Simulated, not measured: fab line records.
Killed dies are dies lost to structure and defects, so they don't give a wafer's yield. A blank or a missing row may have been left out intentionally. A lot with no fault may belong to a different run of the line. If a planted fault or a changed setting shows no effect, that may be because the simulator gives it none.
Which of the tools did it?	flow berkeleyCmos170	14 lots, 42 wafers sampled, at 3 steps of a route of 331

WHAT THE GAUGES READ, wafer by wafer
UCB170_V1_THK_MEAS_04.
lot	measured	on	V1_POLISHED_THK (nm)
L347	day 8 18:15	filmMetro-04	1000.9 1000.1 998.6
L348	day 8 18:22	filmMetro-03	1001.6 1000.8 1002.2
L351	day 9 06:50	filmMetro-03	1000.8 1000.0 999.6
L353	day 9 07:08	filmMetro-04	1000.5 1000.4 999.5
L352	day 9 07:04	filmMetro-02	998.9 1001.0 1001.4
L350	day 9 09:15	filmMetro-04	999.8 1000.5 1000.1
L355	day 10 03:17	filmMetro-04	1000.4 999.9 999.9
L356	day 10 03:17	filmMetro-02	1000.1 1000.6 1000.8
L354	day 10 03:35	filmMetro-04	1001.0 1000.5 1001.4
L358	day 10 22:46	filmMetro-02	1000.5 1001.3 999.4
L362	day 11 15:05	filmMetro-02	1001.6 1001.4 1000.4
L366	day 11 16:54	filmMetro-04	1000.2 1001.4 1001.1
L368	day 12 08:13	filmMetro-02	1002.7 1001.9 1002.0
L369	day 12 22:33	filmMetro-02	1000.3 1001.2 1001.3

UCB170_V2_OVL_MEAS_13.
lot	measured	on	V2_OVL (nm)
L347	day 9 02:47	overlay-01	5 1 -7
L348	day 9 05:26	overlay-02	-3 -3 -7
L351	day 9 17:47	overlay-01	-1 -3 -4
L353	day 9 17:14	overlay-02	9 11 -2
L352	day 9 16:47	overlay-01	-9 0 -1
L350	day 9 18:03	overlay-02	2 2 0
L355	day 10 12:55	overlay-01	-2 4 -1
L356	day 10 12:39	overlay-02	1 3 4
L354	day 10 11:22	overlay-02	0 -2 -5
L358	day 11 08:02	overlay-02	8 5 -2
L362	day 11 23:45	overlay-01	-2 -6 -3
L366	day 12 01:38	overlay-01	-6 -3 -15
L368	day 12 20:13	overlay-01	1 -4 -5
L369	day 13 05:19	overlay-01	2 -4 2

WHAT TOOL EACH LOT RAN ON (gives the tool, then ch and the chambers of the sampled wafers, and finally the start)
lot	UCB170_M1_ETCH_11
L347	rieDiel-03 ch 2,3, day 8 11:20
L348	rieDiel-03 ch 1,2,3, day 8 14:44
L351	rieDiel-02 ch 0,1,3, day 9 01:22
L353	rieDiel-04 ch 0,1,2, day 9 02:39
L352	rieDiel-04 ch 0,1,3, day 9 04:06
L350	rieDiel-04 ch 1,2, day 9 04:39
L355	rieDiel-03 ch 0,1,2, day 9 21:47
L356	rieDiel-02 ch 1,2, day 9 22:04
L354	rieDiel-03 ch 1,2, day 9 22:20
L358	rieDiel-02 ch 1,2,3, day 10 16:22
L362	rieDiel-02 ch 0,1, day 11 09:35
L366	rieDiel-04 ch 2,3, day 11 12:56
L368	rieDiel-03 ch 0,1,3, day 12 03:16
L369	rieDiel-04 ch 0,1,2, day 12 15:59
- UCB170_M1_ETCH_11: etches BARC in N2/H2.

AS READ BY THE TOOLS THEMSELVES (means over the sampled wafers that have a number; for cases with no such wafer, the mark the record gives instead)
UCB170_M1_ETCH_11.
lot	tool	chamberPressureMTorr (mTorr)	drypumpMotorCurrentA (A)	oesProductAu (a.u.)	throttleValvePct (%)
L347	rieDiel-03	30.034	5.3	0.974	13.53
L348	rieDiel-03	29.998	5.6	0.984	13.52
L351	rieDiel-02	30.005	5.7	1.003	13.36
L353	rieDiel-04	29.990	5.6	0.995	13.31
L352	rieDiel-04	29.977	5.8	1.001	13.33
L350	rieDiel-04	29.992	5.6	0.994	13.31
L355	rieDiel-03	30.003	5.4	0.977	13.45
L356	rieDiel-02	29.988	5.9	1.003	13.23
L354	rieDiel-03	30.000	5.5	0.979	13.47
L358	rieDiel-02	29.979	6.0	0.999	13.30
L362	rieDiel-02	29.993	5.7	1.009	13.36
L366	rieDiel-04	29.979	5.7	1.013	13.36
L368	rieDiel-03	30.028	5.8	0.988	13.48
L369	rieDiel-04	30.004	5.7	0.998	13.31

THE ANSWER, worked out from the rows above alone
Rule: usual is defined by the lots themselves. The widest of any qualifying gaps counts: lots, ordered by their means at a reading, are off when they make up no more than a third of the lots, leave a main group of 4 or more, and stand apart from it by 3 or more times the standard deviation of that group's means. The tables above print the reading to a certain number of digits; a main group whose means all agree to those digits is not used. Also off: a lot with no number at a reading for which 4 or more lots have one. The other lots that the step has rows for count as sound. Order of review: gauges by route order, followed by the tools' own readings, for which a lot's mean as printed above is used. At the first step where some lot is off, the reading lying furthest off is the one used; lots without a number count as furthest.
Nothing can be told from this: no lot is off at any reading shown.

WHAT THE SIMULATOR HAD INSERTED
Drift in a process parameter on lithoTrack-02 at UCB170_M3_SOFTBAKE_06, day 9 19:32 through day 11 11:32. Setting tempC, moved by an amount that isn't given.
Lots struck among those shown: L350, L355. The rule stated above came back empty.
